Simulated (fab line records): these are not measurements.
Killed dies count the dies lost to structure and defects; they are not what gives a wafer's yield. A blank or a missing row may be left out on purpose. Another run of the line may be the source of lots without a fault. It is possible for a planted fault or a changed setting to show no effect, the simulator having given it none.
fab line records | flow ritCmos
record: lots: 15 | wafers: 45 | lastDay: 8
route steps=202 shown PLDD@116 M1@202
lots that met no fault: taken from a fault-free run of the same line
startH: start of the lot's first displayed wafer, in hours after the record's first day | waitH: time in hours since the lot's previous step | " the same as in the row above | L1.1+2: one row covering several wafers at once | - either no value or no given start | * or withheld: withheld | < > ~ a bound
route shown NAME@n: names a module that has steps shown in the file, with the first one's number in the route | usual: mean and standard deviation over wafers with no fault | same: alike in all rows | chamber/n: place in a boat | sites: per-site readings | _std_site: the standard deviation of these | _edge_site: outer sites' mean less inner sites' | radiusMm: how far each site lies from the wafer's centre | mask NAME#n: copy n | behind: the most recent tool/chamber to have shaped the wafer | hold: reason for holding the lot/hours on hold/outcome of the hold | device: which transistor (n, p or np) failed to switch | end of line: the tests these same wafers got at the end of their route | step lacking rows: just its recipe | killed: at the first sort, the dies lost to defects and structure; wafer yield is something else | map: shows each die of a wafer: x if killed, . if not, _ if none is there
set.NAME: the setting the step ran with; set.NAME@STEP: the setting that earlier step ran with | model.NAME: the simulator's own value behind a step, which no gauge read
the route's steps for a sample of lots (tables are steps, rows are wafers)
== steps ==
step: RIT_PLDD_SOFTBAKE_02
recipe: resist: NOVOLAK | tempC: 90 | timeS: 60
usual: heaterPowerTotalW: 34.56/0.053 | plateTempC: 90.00/0.11 | resistLineTempC: 23.00/0.1
same: timeS: 60
lot.wafer | tool          | chamber | startH | waitH | heaterPowerTotalW | plateTempC | resistLineTempC
L431.1    | lithoTrack-02 | 0       | 44.36  | 0.1   | 34.51             | 89.88      | 22.98
L431.4    | "             | 0       | "      | "     | 34.52             | 89.93      | 23.14
L431.6    | "             | 0       | "      | "     | 34.54             | 90.03      | 22.99
L433.1    | lithoTrack-02 | 0       | 54.03  | 0.1   | 34.67             | 90.19      | 22.82
L433.5    | "             | 0       | "      | "     | 34.63             | 90.18      | 22.83
L433.6    | "             | 0       | "      | "     | 34.46             | 90.12      | 23.03
L434.2    | lithoTrack-03 | 0       | 58.84  | 0.1   | 34.62             | 90.04      | 23.12
L434.3    | "             | 0       | "      | "     | 34.53             | 90.01      | 23.08
L434.6    | "             | 0       | "      | "     | 34.52             | 90.01      | 23.08
L435.1    | lithoTrack-01 | 0       | 69.22  | 0.1   | 34.67             | 89.88      | 23.20
L435.2    | "             | 0       | "      | "     | 34.61             | 90.04      | 22.97
L435.6    | "             | 0       | "      | "     | 34.56             | 89.84      | 23.05
L436.2    | lithoTrack-02 | 0       | 70.81  | 0.1   | 34.63             | 90.22      | 23.07
L436.5    | "             | 0       | "      | "     | 34.53             | 89.99      | 23.02
L436.6    | "             | 0       | "      | "     | 34.58             | 90.01      | 23.12
L437.1    | lithoTrack-03 | 0       | 73.28  | 0.1   | 34.59             | 90.27      | 22.97
L437.3    | "             | 0       | "      | "     | 34.53             | 89.94      | 23.01
L437.6    | "             | 0       | "      | "     | 34.56             | 90.27      | 22.97
L438.1    | lithoTrack-03 | 0       | 80.03  | 0.1   | 34.57             | 90.05      | 22.84
L438.4    | "             | 0       | "      | "     | 34.56             | 90.24      | 23.11
L438.5    | "             | 0       | "      | "     | 34.61             | 89.96      | 23.16
L439.3    | lithoTrack-02 | 0       | 87.41  | 0.1   | 34.55             | 90.05      | 23.01
L439.4    | "             | 0       | "      | "     | 34.59             | 89.93      | 23.11
L439.5    | "             | 0       | "      | "     | 34.59             | 89.88      | 22.96
L440.1    | lithoTrack-03 | 0       | 92.71  | 0.1   | 34.60             | 89.86      | 23.00
L440.2    | "             | 0       | "      | "     | 34.58             | 89.85      | 23.13
L440.4    | "             | 0       | "      | "     | 34.55             | 89.92      | 22.97
L441.1    | lithoTrack-03 | 0       | 100.34 | 0.1   | 34.54             | 89.82      | 23.03
L441.2    | "             | 0       | "      | "     | 34.58             | 89.95      | 23.05
L441.6    | "             | 0       | "      | "     | 34.52             | 89.95      | 22.97
L442.1    | lithoTrack-03 | 0       | 107.64 | 0.1   | 34.59             | 89.90      | 23.22
L442.4    | "             | 0       | "      | "     | 34.62             | 89.90      | 23.23
L442.5    | "             | 0       | "      | "     | 34.56             | 89.95      | 23.16
L443.1    | lithoTrack-03 | 0       | 112.92 | 0.1   | 28.58             | 78.71      | 23.04
L443.4    | "             | 0       | "      | "     | 28.50             | 78.90      | 22.93
L443.6    | "             | 0       | "      | "     | 28.50             | 78.87      | 22.92
L446.3    | lithoTrack-03 | 0       | 128.51 | 0.1   | 28.50             | 78.69      | 22.96
L446.4    | "             | 0       | "      | "     | 28.54             | 78.81      | 22.90
L446.5    | "             | 0       | "      | "     | 28.52             | 78.99      | 22.83
L447.2    | lithoTrack-03 | 0       | 131.97 | 0.1   | 28.57             | 78.63      | 23.09
L447.4    | "             | 0       | "      | "     | 28.57             | 78.93      | 22.97
L447.6    | "             | 0       | "      | "     | 28.56             | 79.05      | 22.93
L454.3    | lithoTrack-02 | 0       | 164.30 | 0.1   | 34.58             | 89.99      | 22.89
L454.4    | "             | 0       | "      | "     | 34.52             | 89.87      | 23.02
L454.6    | "             | 0       | "      | "     | 34.55             | 89.87      | 22.85
step: RIT_M1_PROBE_99
usual: killed_at_M0_to_M3: 0.0/0.083 | killedAtContacts: 0.1/0.23 | killedAtFrontEnd: 7/3.1 | killedDies: 7/3.1 | killedOpen: 3.3/2 | killedShort: 3.6/1.9
same: grossDies: 264 | killed_at_M4_up: 0 | killedAtBackSide: 0 | killedAtOther: 0
lot.wafer | tool      | chamber | startH | waitH | killed_at_M0_to_M3 | killedAtContacts | killedAtFrontEnd | killedDies | killedOpen | killedShort
L441.1    | prober-02 | -       | 114.98 | 0.1   | 0                  | 0                | 8                | 8          | 1          | 7
L441.2    | prober-02 | -       | 115.03 | 0.1   | 0                  | 0                | 4                | 4          | 2          | 2
L441.6    | prober-02 | -       | 115.23 | 0.2   | 0                  | 0                | 11               | 11         | 6          | 5
killed by level:class
L441.1 GATE:geometricParticle:short=3 SILICIDE:geometricParticle:short=2 FOX1:geometricParticle:short=1 SPACER:geometricParticle:short=1 SILICIDE:geometricParticle:open=1
L441.2 REOX:geometricParticle:short=2 GATE:geometricParticle:open=1 SPACER:geometricParticle:open=1
L441.6 GATE:geometricParticle:open=3 REOX:geometricParticle:short=2 FOX2:geometricParticle:open=1 GATE:geometricParticle:short=1 SPACER:geometricParticle:short=1 SPACER:geometricParticle:open=1 SILICIDE:geometricParticle:short=1 SILICIDE:geometricParticle:open=1
== key ==
firstSign: step: RIT_PLDD_SOFTBAKE_02 | reading: heaterPowerTotalW | direction: down | sigmas: 99+ | usual: 34.56 | struck: 28.54
effect: step: RIT_PLDD_SOFTBAKE_02 | reading: plateTempC | direction: down | sigmas: 99+ | usual: * | struck: *
metAt RIT_PLDD_SOFTBAKE_02
struckLots L443,L446,L447
testerLeftOut L443,L446,L447
onsetBetween 107.64 112.92
fault: kind: processParameterDrift | tool: lithoTrack-03 | chamber: - | onsetH: 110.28 | steps: RIT_PLDD_SOFTBAKE_02 | channel: tempC | offset: * | shape: step | endH: 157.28 | actsIn: * | stated: *
testerLeftOut: of these lots the tester's yield and bins aren't shown, on N5 and GAA mostly nor the transistor test; their killed dies are dies lost to structure and defects alone, not to doping, threshold or leakage, so they don't give the yield
